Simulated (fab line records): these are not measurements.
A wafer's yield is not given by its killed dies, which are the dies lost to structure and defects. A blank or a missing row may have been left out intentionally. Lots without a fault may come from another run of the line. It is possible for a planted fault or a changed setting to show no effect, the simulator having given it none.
What tool caused it? :: flow rit-cmos :: 15 lots, 45 wafers sampled, at 6 steps of a route of 202

WHAT THE GAUGES SHOWED, per wafer
RIT_GATE_THK_MEAS_09.
lot: L248
measured: day 2 14:50
on: film-metro-03
GATE_POLY_THK (nm): 261.5 260.7 258.6

lot: L249
measured: day 2 16:42
on: film-metro-03
GATE_POLY_THK (nm): 258.9 257.9 258.2

lot: L250
measured: day 2 23:41
on: film-metro-03
GATE_POLY_THK (nm): 266.2 265.9 265.0

lot: L251
measured: day 3 02:55
on: film-metro-03
GATE_POLY_THK (nm): 261.6 261.1 262.3

lot: L252
measured: day 3 09:35
on: film-metro-01
GATE_POLY_THK (nm): 261.2 259.6 261.2

lot: L256
measured: day 4 03:11
on: film-metro-04
GATE_POLY_THK (nm): 258.7 260.5 260.6

lot: L257
measured: day 4 09:22
on: film-metro-03
GATE_POLY_THK (nm): 258.5 257.2 256.8

lot: L258
measured: day 4 13:29
on: film-metro-01
GATE_POLY_THK (nm): 256.8 255.8 258.8

lot: L259
measured: day 4 18:41
on: film-metro-01
GATE_POLY_THK (nm): 262.9 261.1 262.3

lot: L260
measured: day 4 23:04
on: film-metro-04
GATE_POLY_THK (nm): 351.6 351.2 350.2 351.2 351.5 350.4

lot: L262
measured: day 5 10:26
on: film-metro-01
GATE_POLY_THK (nm): 349.9 347.9 349.3 349.6 347.7 349.1

lot: L263
measured: day 5 14:43
on: film-metro-04
GATE_POLY_THK (nm): 345.9 346.7 347.7 346.0 346.5 347.8

lot: L268
measured: day 6 17:05
on: film-metro-04
GATE_POLY_THK (nm): 263.1 261.2 262.5

lot: L269
measured: day 6 20:28
on: film-metro-01
GATE_POLY_THK (nm): 256.0 257.2 256.4

lot: L271
measured: day 7 05:55
on: film-metro-04
GATE_POLY_THK (nm): 262.4 264.0 263.4

RIT_CONTACT_CD_MEAS_08: the cd target is 1000 nm.
lot: L248
measured: day 3 06:43
on: cd-sem-01
cd-nm (nm): 1003.7 1005.0 1003.4

lot: L249
measured: day 3 08:50
on: cd-sem-02
cd-nm (nm): 998.4 999.2 998.4

lot: L250
measured: day 3 15:07
on: cd-sem-02
cd-nm (nm): 999.1 1000.7 999.8

lot: L251
measured: day 3 18:46
on: cd-sem-02
cd-nm (nm): 1003.5 1004.3 1001.4

lot: L252
measured: day 4 01:26
on: cd-sem-01
cd-nm (nm): 1002.9 1000.9 1001.4

lot: L256
measured: day 4 19:32
on: cd-sem-02
cd-nm (nm): 1002.6 1000.6 1002.0

lot: L257
measured: day 5 01:49
on: cd-sem-02
cd-nm (nm): 1001.7 999.7 1002.6

lot: L258
measured: day 5 06:13
on: cd-sem-02
cd-nm (nm): 1001.0 998.9 998.8

lot: L259
measured: day 5 11:28
on: cd-sem-02
cd-nm (nm): 999.2 998.3 998.0

lot: L268
measured: day 7 09:03
on: cd-sem-02
cd-nm (nm): 1001.9 1003.5 1004.7

lot: L269
measured: day 7 12:23
on: cd-sem-01
cd-nm (nm): 1000.7 1001.9 1000.7

lot: L271
measured: day 7 21:52
on: cd-sem-02
cd-nm (nm): 1001.4 1002.0 1000.9

RIT_CONTACT_OVL_MEAS_09.
lot: L248
measured: day 3 06:49
on: overlay-02
CONTACT_OVL (nm): 0.3 -0.4 1.8

lot: L249
measured: day 3 08:57
on: overlay-02
CONTACT_OVL (nm): 0.6 1.9 1.3

lot: L250
measured: day 3 15:14
on: overlay-02
CONTACT_OVL (nm): -0.4 1.8 1.3

lot: L251
measured: day 3 18:53
on: overlay-02
CONTACT_OVL (nm): 0.0 3.1 3.1

lot: L252
measured: day 4 01:34
on: overlay-01
CONTACT_OVL (nm): -0.3 -0.2 -0.6

lot: L256
measured: day 4 19:38
on: overlay-01
CONTACT_OVL (nm): -2.4 -1.1 -1.8

lot: L257
measured: day 5 01:55
on: overlay-02
CONTACT_OVL (nm): 0.7 -0.7 1.4

lot: L258
measured: day 5 06:20
on: overlay-01
CONTACT_OVL (nm): 0.6 2.4 1.3

lot: L259
measured: day 5 11:34
on: overlay-02
CONTACT_OVL (nm): 1.2 1.1 1.0

lot: L268
measured: day 7 09:10
on: overlay-02
CONTACT_OVL (nm): -1.6 -2.6 -2.6

lot: L269
measured: day 7 12:31
on: overlay-02
CONTACT_OVL (nm): -0.9 -0.3 1.2

lot: L271
measured: day 7 21:59
on: overlay-02
CONTACT_OVL (nm): -1.4 -1.0 0.0

TOOL THAT RAN EACH LOT (tool first, then ch and the chambers of the sampled wafers, then the start)
lot: L248
RIT_NWELL_STRIP_09: plasma-asher-02 ch 0,1, day 1 21:36
RIT_GATE_CVD_08: lpcvd-01 ch 1, day 2 13:11
RIT_GATE_ETCH_19: rie-si-02 ch 0,2, day 2 16:02

lot: L249
RIT_NWELL_STRIP_09: plasma-asher-02 ch 0,1, day 2 02:39
RIT_GATE_CVD_08: lpcvd-02 ch 1, day 2 15:05
RIT_GATE_ETCH_19: rie-si-01 ch 1,2,3, day 2 18:03

lot: L250
RIT_NWELL_STRIP_09: plasma-asher-01 ch 0,1, day 2 07:59
RIT_GATE_CVD_08: lpcvd-01 ch 1, day 2 21:16
RIT_GATE_ETCH_19: rie-si-02 ch 0,1, day 3 00:54

lot: L251
RIT_NWELL_STRIP_09: plasma-asher-02 ch 0,1, day 2 12:57
RIT_GATE_CVD_08: lpcvd-01 ch 0, day 3 01:18
RIT_GATE_ETCH_19: rie-si-01 ch 0,1,2, day 3 04:20

lot: L252
RIT_NWELL_STRIP_09: plasma-asher-03 ch 0,1, day 2 18:47
RIT_GATE_CVD_08: lpcvd-02 ch 1, day 3 07:58
RIT_GATE_ETCH_19: rie-si-02 ch 2,3, day 3 10:47

lot: L256
RIT_NWELL_STRIP_09: plasma-asher-02 ch 0,1, day 3 12:41
RIT_GATE_CVD_08: lpcvd-01 ch 1, day 4 01:34
RIT_GATE_ETCH_19: rie-si-02 ch 0,1,2, day 4 04:40

lot: L257
RIT_NWELL_STRIP_09: plasma-asher-01 ch 0,1, day 3 19:13
RIT_GATE_CVD_08: lpcvd-02 ch 0, day 4 07:44
RIT_GATE_ETCH_19: rie-si-01 ch 0,1,3, day 4 10:41

lot: L258
RIT_NWELL_STRIP_09: plasma-asher-03 ch 0,1, day 3 22:38
RIT_GATE_CVD_08: lpcvd-02 ch 1, day 4 11:52
RIT_GATE_ETCH_19: rie-si-02 ch 1,2,3, day 4 14:42

lot: L259
RIT_NWELL_STRIP_09: plasma-asher-02 ch 0,1, day 4 03:47
RIT_GATE_CVD_08: lpcvd-01 ch 1, day 4 17:03
RIT_GATE_ETCH_19: rie-si-01 ch 0,3, day 4 19:53

lot: L260
RIT_NWELL_STRIP_09: plasma-asher-03 ch 0,1, day 4 08:36
RIT_GATE_CVD_08: lpcvd-02 ch 1, day 4 21:26
RIT_GATE_ETCH_19: rie-si-02 ch 0,2, day 5 05:03

lot: L262
RIT_NWELL_STRIP_09: plasma-asher-02 ch 0,1, day 4 19:31
RIT_GATE_CVD_08: lpcvd-02 ch 1, day 5 08:49
RIT_GATE_ETCH_19: rie-si-02 ch 0,1,3, day 5 17:17

lot: L263
RIT_NWELL_STRIP_09: plasma-asher-03 ch 0,1, day 5 00:20
RIT_GATE_CVD_08: lpcvd-02 ch 1, day 5 13:05
RIT_GATE_ETCH_19: rie-si-01 ch 0,2,3, day 5 18:43

lot: L268
RIT_NWELL_STRIP_09: plasma-asher-02 ch 0,1, day 6 00:42
RIT_GATE_CVD_08: lpcvd-01 ch 1, day 6 13:26
RIT_GATE_ETCH_19: rie-si-02 ch 2,3, day 6 18:17

lot: L269
RIT_NWELL_STRIP_09: plasma-asher-01 ch 0, day 6 06:24
RIT_GATE_CVD_08: lpcvd-01 ch 0, day 6 18:50
RIT_GATE_ETCH_19: rie-si-01 ch 1, day 6 21:48

lot: L271
RIT_NWELL_STRIP_09: plasma-asher-03 ch 0,1, day 6 15:58
RIT_GATE_CVD_08: lpcvd-01 ch 1, day 7 04:17
RIT_GATE_ETCH_19: rie-si-01 ch 0,1,3, day 7 07:09
- RIT_NWELL_STRIP_09: strips in O2, time 180 s.
- RIT_GATE_CVD_08: deposits poly-Si from SiH4, target thk 250 nm, time 2314 s.
- RIT_GATE_ETCH_19: etches poly-Si in SF6/CHF3/O2, stops on SiO2, time 165 s, target depth 312.5 nm.

AS READ BY THE TOOLS THEMSELVES (means over the sampled wafers that have a number; for cases with no such wafer, the mark the record gives instead)
RIT_NWELL_STRIP_09.
lot: L248
tool: plasma-asher-02
drypump-motor-current-A (A): 5.7

lot: L249
tool: plasma-asher-02
drypump-motor-current-A (A): 5.6

lot: L250
tool: plasma-asher-01
drypump-motor-current-A (A): 5.7

lot: L251
tool: plasma-asher-02
drypump-motor-current-A (A): 5.7

lot: L252
tool: plasma-asher-03
drypump-motor-current-A (A): 5.6

lot: L256
tool: plasma-asher-02
drypump-motor-current-A (A): 5.8

lot: L257
tool: plasma-asher-01
drypump-motor-current-A (A): 5.7

lot: L258
tool: plasma-asher-03
drypump-motor-current-A (A): 5.6

lot: L259
tool: plasma-asher-02
drypump-motor-current-A (A): 5.7

lot: L260
tool: plasma-asher-03
drypump-motor-current-A (A): 5.7

lot: L262
tool: plasma-asher-02
drypump-motor-current-A (A): 5.7

lot: L263
tool: plasma-asher-03
drypump-motor-current-A (A): 5.2

lot: L268
tool: plasma-asher-02
drypump-motor-current-A (A): 5.6

lot: L269
tool: plasma-asher-01
drypump-motor-current-A (A): 5.7

lot: L271
tool: plasma-asher-03
drypump-motor-current-A (A): 5.2

RIT_GATE_CVD_08.
lot: L248
tool: lpcvd-01
spike-tc-load-C (C): 632

lot: L249
tool: lpcvd-02
spike-tc-load-C (C): 632

lot: L250
tool: lpcvd-01
spike-tc-load-C (C): 632

lot: L251
tool: lpcvd-01
spike-tc-load-C (C): 625

lot: L252
tool: lpcvd-02
spike-tc-load-C (C): 631

lot: L256
tool: lpcvd-01
spike-tc-load-C (C): 631

lot: L257
tool: lpcvd-02
spike-tc-load-C (C): 628

lot: L258
tool: lpcvd-02
spike-tc-load-C (C): 632

lot: L259
tool: lpcvd-01
spike-tc-load-C (C): 632

lot: L260
tool: lpcvd-02
spike-tc-load-C (C): 632

lot: L262
tool: lpcvd-02
spike-tc-load-C (C): 631

lot: L263
tool: lpcvd-02
spike-tc-load-C (C): 632

lot: L268
tool: lpcvd-01
spike-tc-load-C (C): 630

lot: L269
tool: lpcvd-01
spike-tc-load-C (C): 625

lot: L271
tool: lpcvd-01
spike-tc-load-C (C): 633

RIT_GATE_ETCH_19.
lot: L248
tool: rie-si-02
CHF3_flow_sccm (sccm): 30.05
O2_flow_sccm (sccm): 4.975
SF6_flow_sccm (sccm): 29.97
drypump-motor-current-A (A): 5.3
oes-product-au (a.u.): 0.871
throttle-valve-pct (%): 10.12

lot: L249
tool: rie-si-01
CHF3_flow_sccm (sccm): 30.01
O2_flow_sccm (sccm): 4.998
SF6_flow_sccm (sccm): 30.07
drypump-motor-current-A (A): 6.4
oes-product-au (a.u.): 0.884
throttle-valve-pct (%): 10.35

lot: L250
tool: rie-si-02
CHF3_flow_sccm (sccm): 29.96
O2_flow_sccm (sccm): 5.004
SF6_flow_sccm (sccm): 30.04
drypump-motor-current-A (A): 5.5
oes-product-au (a.u.): 0.866
throttle-valve-pct (%): 10.15

lot: L251
tool: rie-si-01
CHF3_flow_sccm (sccm): 30.07
O2_flow_sccm (sccm): 5.002
SF6_flow_sccm (sccm): 29.95
drypump-motor-current-A (A): 6.1
oes-product-au (a.u.): 0.887
throttle-valve-pct (%): 10.36

lot: L252
tool: rie-si-02
CHF3_flow_sccm (sccm): 29.91
O2_flow_sccm (sccm): 5.003
SF6_flow_sccm (sccm): 30.12
drypump-motor-current-A (A): 5.8
oes-product-au (a.u.): 0.874
throttle-valve-pct (%): 10.04

lot: L256
tool: rie-si-02
CHF3_flow_sccm (sccm): 29.98
O2_flow_sccm (sccm): 5.002
SF6_flow_sccm (sccm): 29.98
drypump-motor-current-A (A): 5.4
oes-product-au (a.u.): 0.859
throttle-valve-pct (%): 10.14

lot: L257
tool: rie-si-01
CHF3_flow_sccm (sccm): 30.12
O2_flow_sccm (sccm): 5.009
SF6_flow_sccm (sccm): 29.92
drypump-motor-current-A (A): 5.9
oes-product-au (a.u.): 0.875
throttle-valve-pct (%): 10.26

lot: L258
tool: rie-si-02
CHF3_flow_sccm (sccm): 30.00
O2_flow_sccm (sccm): 4.990
SF6_flow_sccm (sccm): 30.02
drypump-motor-current-A (A): 5.5
oes-product-au (a.u.): 0.860
throttle-valve-pct (%): 10.07

lot: L259
tool: rie-si-01
CHF3_flow_sccm (sccm): 30.00
O2_flow_sccm (sccm): 4.997
SF6_flow_sccm (sccm): 29.97
drypump-motor-current-A (A): 5.6
oes-product-au (a.u.): 0.872
throttle-valve-pct (%): 10.27

lot: L260
tool: rie-si-02
CHF3_flow_sccm (sccm): 29.99
O2_flow_sccm (sccm): 4.989
SF6_flow_sccm (sccm): 29.95
drypump-motor-current-A (A): 5.3
oes-product-au (a.u.): 1.021
throttle-valve-pct (%): 10.12

lot: L262
tool: rie-si-02
CHF3_flow_sccm (sccm): 29.93
O2_flow_sccm (sccm): 5.005
SF6_flow_sccm (sccm): 30.02
drypump-motor-current-A (A): 5.8
oes-product-au (a.u.): 0.999
throttle-valve-pct (%): 10.12

lot: L263
tool: rie-si-01
CHF3_flow_sccm (sccm): 30.04
O2_flow_sccm (sccm): 4.999
SF6_flow_sccm (sccm): 29.98
drypump-motor-current-A (A): 6.1
oes-product-au (a.u.): 1.017
throttle-valve-pct (%): 10.37

lot: L268
tool: rie-si-02
CHF3_flow_sccm (sccm): 29.97
O2_flow_sccm (sccm): 4.997
SF6_flow_sccm (sccm): 30.00
drypump-motor-current-A (A): 5.8
oes-product-au (a.u.): 0.876
throttle-valve-pct (%): 10.05

lot: L269
tool: rie-si-01
CHF3_flow_sccm (sccm): 29.94
O2_flow_sccm (sccm): 4.998
SF6_flow_sccm (sccm): 30.01
drypump-motor-current-A (A): 6.3
oes-product-au (a.u.): 0.879
throttle-valve-pct (%): 10.25

lot: L271
tool: rie-si-01
CHF3_flow_sccm (sccm): 29.98
O2_flow_sccm (sccm): 4.996
SF6_flow_sccm (sccm): 30.04
drypump-motor-current-A (A): 5.9
oes-product-au (a.u.): 0.886
throttle-valve-pct (%): 10.26

THE ANSWER, worked out from the rows above alone
Rule: usual is defined by the lots themselves. Put in order of their means at a reading, lots are off if they are a third of the lots or fewer, leave a main group of 4 or more, and stand apart from it by a gap of 3 or more times the standard deviation of the main group's means; of several such gaps the widest counts. A main group whose means are all the same, to the digits that the tables above print for the reading, isn't used. A lot without any number at a reading at which 4 lots or more have one is off too. Any other lot the step has rows for is counted as sound. Order of review: gauges by route order, followed by the tools' own readings, for which a lot's mean as printed above is used. The first step at which some lot is off is used, and at that step the reading that is off furthest; a lot without a number counts as furthest.
Off: at RIT_GATE_THK_MEAS_09 (GATE_POLY_THK), L260, L262, L263. Mean 260.4 nm and standard deviation 2.6 in the main group.
A tool fits if, at a process step before that reading, it ran every lot that is off, and no sound lot after the first of them. Not tried: the gauges at RIT_GATE_THK_MEAS_09; whatever is off there is also off at RIT_GATE_ETCH_19, on other tools, and gauge error can't account for it. One candidate fits, namely lpcvd-02 at RIT_GATE_CVD_08. Its last sound lot is L258 (day 4 11:52), its first lot that is off L260 (day 4 21:26): a fault that began between those two fits.

WHAT WAS PUT IN BY THE SIMULATOR
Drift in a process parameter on lpcvd-02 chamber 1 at RIT_GATE_CVD_08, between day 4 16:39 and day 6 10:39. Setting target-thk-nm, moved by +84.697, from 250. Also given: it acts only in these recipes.
Struck lots among those shown: L260, L262, L263. The rule above reached the same finding.
